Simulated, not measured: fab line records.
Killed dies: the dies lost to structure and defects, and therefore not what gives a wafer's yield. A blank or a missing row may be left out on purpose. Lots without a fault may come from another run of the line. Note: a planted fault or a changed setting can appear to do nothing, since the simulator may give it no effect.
A single fault, viewed from 2 desks ; flow berkeleyCmos170 ; each desk has only its own numbers; what lay behind them comes last

## TOOL OWNER'S DESK, rtpAnneal-01
At UCB170_SDANNEAL_RTA_01 (time 5 s), the tool's own readings, given per lot that ran on this tool as the mean of the sampled wafers with a number. Any lot whose mean is over 4 standard deviations away from the usual mean is out of limits and marked OUT; that distance is given in the brackets.
Columns: A = chamberO2Ppm at UCB170_SDANNEAL_RTA_01, usual 1.995; B = lampPowerPct at UCB170_SDANNEAL_RTA_01, usual 39.1 %; C = wafer_temp_C_max at UCB170_SDANNEAL_RTA_01, usual 1054.8
lot;first seen here;A;B;C
L603;day 6 16:40;1.994;40.6;1055.8
L605;day 7 13:56;2.029;40.6;1054.3
L609;day 8 13:46;1.987;40.6;1055.6
L620;day 10 17:04;2.003;40.6;1054.2
L623;day 11 09:49;1.984;40.6;1055.5
L622;day 11 13:19;1.958;40.6;1055.0
L624;day 11 22:01;2.005;40.6;1055.7
Finding of this desk: none of the 7 lots has anything out of limits.

## AT THE METROLOGY DESK
What the gauges read for every lot (on any tool): the sampled wafers with a number, averaged. Any lot whose mean is over 4 standard deviations away from the usual mean is out of limits and marked OUT; that distance is given in the brackets.
Columns: A = PSD_RS at UCB170_SDANNEAL_RS_MEAS_02, usual 75.6 ohm/sq; B = NSD_RS at UCB170_SDANNEAL_RS_MEAS_03, usual 37.28 ohm/sq
lot;first seen here;A;B
L602;day 6 16:28;75.7;37.32
L603;day 6 16:43;75.5;37.12
L604;day 7 01:56;75.0;37.36
L605;day 7 14:03;74.1 (-4.6) OUT;36.96
L609;day 8 13:49;73.8 (-5.7) OUT;36.97
L616;day 9 19:01;75.8;37.27
L619;day 10 16:31;76.0;37.26
L620;day 10 17:09;75.6;37.20
L621;day 11 01:37;75.7;37.26
L623;day 11 09:52;75.6;37.36
L622;day 11 13:23;75.8;37.32
L624;day 11 22:04;75.4;37.27
L625;day 12 09:59;75.7;37.20
This desk's finding: out of limits on L605, L609; first on L605, day 7 14:03 (PSD_RS at UCB170_SDANNEAL_RS_MEAS_02). L602, L603, L604, L616, L619, L620, L621, L623, L622, L624, L625: within limits.

## BROUGHT TOGETHER
At day 7 14:03 the metrology desk could have sounded an alarm, on L605, L609.
The tool owner's desk saw nothing out of limits.
On record at the tool owner's desk: L605, L609, within its limits.
On rtpAnneal-01, each named lot ran UCB170_SDANNEAL_RTA_01.

## WHAT THE SIMULATOR HAD INSERTED
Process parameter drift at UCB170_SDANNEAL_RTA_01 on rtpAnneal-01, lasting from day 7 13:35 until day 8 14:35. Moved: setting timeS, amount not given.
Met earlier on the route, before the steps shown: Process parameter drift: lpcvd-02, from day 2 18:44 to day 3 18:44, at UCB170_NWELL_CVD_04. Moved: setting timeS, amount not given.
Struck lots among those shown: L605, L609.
Time in hours between the start of the fault and the first out-of-limits reading at each desk: metrology desk, 0.
